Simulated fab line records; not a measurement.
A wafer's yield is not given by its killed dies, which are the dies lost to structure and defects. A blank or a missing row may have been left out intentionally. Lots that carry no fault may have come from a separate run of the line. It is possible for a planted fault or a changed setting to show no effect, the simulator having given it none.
2 desks, one fault :: flow rit_cmos :: only its own numbers are on each desk; what lay behind them is given at the end

== AT THE METROLOGY DESK ==
What the gauges read for every lot (on any tool): the sampled wafers with a number, averaged. Any lot whose mean is over 4 standard deviations away from the usual mean is out of limits and marked OUT; that distance is given in the brackets.
Columns: A = NRETRO_TW at RIT_NRETRO_TW_MEAS_10, usual 1056; B = cd_nm at RIT_GATE_CD_MEAS_16, usual 148.9 nm
lot: L204
first seen here: day 2 06:58
A: 1083
B: 152.4

lot: L205
first seen here: day 2 11:16
A: 1057
B: 148.3

lot: L206
first seen here: day 2 15:47
A: 1030
B: 62.8 (-36) OUT

lot: L207
first seen here: day 2 20:58
A: 1079
B: 78.8 (-29) OUT

lot: L209
first seen here: day 3 07:07
A: 1044
B: 93.4 (-23) OUT

lot: L216
first seen here: day 4 19:55
A: 1070
B: 147.1

lot: L217
first seen here: day 4 23:59
A: 1068
B: 147.4

lot: L219
first seen here: day 5 09:59
A: 1053
B: 145.1

lot: L220
first seen here: day 5 13:31
A: 1081
B: 148.1

lot: L222
first seen here: day 6 00:07
A: 1035
B: 146.7

lot: L223
first seen here: day 6 04:37
A: 1056
B: 148.7

lot: L224
first seen here: day 6 09:50
A: 1080
B: 147.8

lot: L225
first seen here: day 6 15:02
A: 1054
B: 146.8

lot: L226
first seen here: day 6 20:14
A: 1032
B: 152.7

lot: L227
first seen here: day 7 01:11
A: 1031
B: 149.7
Finding of this desk: L206, L207, L209 out of limits; the first was L206 at day 2 22:05, on cd_nm at RIT_GATE_CD_MEAS_16. L204, L205, L216, L217, L219, L220, L222, L223, L224, L225, L226, L227 stayed within limits.

== FOR THE TOOL OWNER'S DESK: litho_track-04 ==
The tool's own readings at RIT_GATE_COAT_11 (resist thk 850 nm): means of the sampled wafers that have a number, for each lot that ran on this tool. Any lot whose mean is over 4 standard deviations away from the usual mean is out of limits and marked OUT; that distance is given in the brackets.
Columns: A = chill_plate_temp_C at RIT_GATE_COAT_11, usual 23.00 C
lot: L204
first seen here: day 2 12:49
A: 23.11

lot: L205
first seen here: day 2 16:43
A: 22.86

lot: L206
first seen here: day 2 21:17
A: 22.96

lot: L207
first seen here: day 3 03:11
A: 22.87

lot: L209
first seen here: day 3 13:38
A: 23.04

lot: L225
first seen here: day 6 21:52
A: 23.19

lot: L226
first seen here: day 7 01:34
A: 22.96
Finding of this desk: none of the 7 lots has anything out of limits.

== PUT TOGETHER ==
An alarm was possible from the metrology desk at day 2 22:05, on L206, L207, L209.
Nothing out of limits was seen by the tool owner's desk.
The tool owner's desk has L206, L207, L209 on record, within its limits.
All the named lots went through RIT_GATE_COAT_11 on litho_track-04.

== WHAT THE SIMULATOR HAD INSERTED ==
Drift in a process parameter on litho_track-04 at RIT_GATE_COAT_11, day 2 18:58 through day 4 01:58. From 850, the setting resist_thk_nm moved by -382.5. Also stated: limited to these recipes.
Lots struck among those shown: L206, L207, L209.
Delay in hours, fault start to first out-of-limits reading, per desk: metrology desk 3.
